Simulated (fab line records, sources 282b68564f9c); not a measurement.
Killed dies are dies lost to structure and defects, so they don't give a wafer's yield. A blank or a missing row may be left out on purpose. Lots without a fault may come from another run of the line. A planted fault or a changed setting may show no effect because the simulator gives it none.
Chamber matching | flow rit_cmos | RIT_CONTACT_CVD_00 on pecvd-04: 3 sister chambers
The step deposits SiO2 from TEOS, target thk 400 nm, time 61 s. 3 wafers are shown with their chamber, then 7 later ones without.

WAFERS WITH THEIR CHAMBER
wafer  | chamber | heater_power_w (W)
L226.2 | 0       | 302
L229.4 | 1       | 302
L229.5 | 2       | 317

WAFERS WITHOUT THEIR CHAMBER
wafer  | heater_power_w (W)
L229.6 | 267
L235.1 | 290
L235.5 | 295
L235.6 | 366
L238.1 | 326
L238.5 | 346
L238.6 | 286

WHICH CHAMBER EACH WENT THROUGH
wafer  | from the rows above          | in truth
L229.6 | can't be placed: 0 or 1 or 2 | 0
L235.1 | can't be placed: 0 or 1 or 2 | 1
L235.5 | can't be placed: 0 or 1 or 2 | 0
L235.6 | can't be placed: 2 or 0 or 1 | 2
L238.1 | can't be placed: 2 or 0 or 1 | 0
L238.5 | can't be placed: 2 or 0 or 1 | 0
L238.6 | can't be placed: 0 or 1 or 2 | 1
Placed correctly: 0 of 7. Can't be placed from these rows: 7 (the true chamber is among the candidates in 7). Placed wrongly: 0.
How it was worked out, from the rows above alone: a wafer's distance from a chamber is the root of the sum, over the readings, of the square of ((its reading less the chamber's mean) divided by the reading's scatter). The wafer belongs to the nearest chamber; if the next one is less than 2 further off, it can't be placed. A chamber's mean is the mean of its shown wafers. The scatter: with one shown wafer a chamber, the root of the mean of the squares of how far each hidden wafer lies from its nearest shown one.
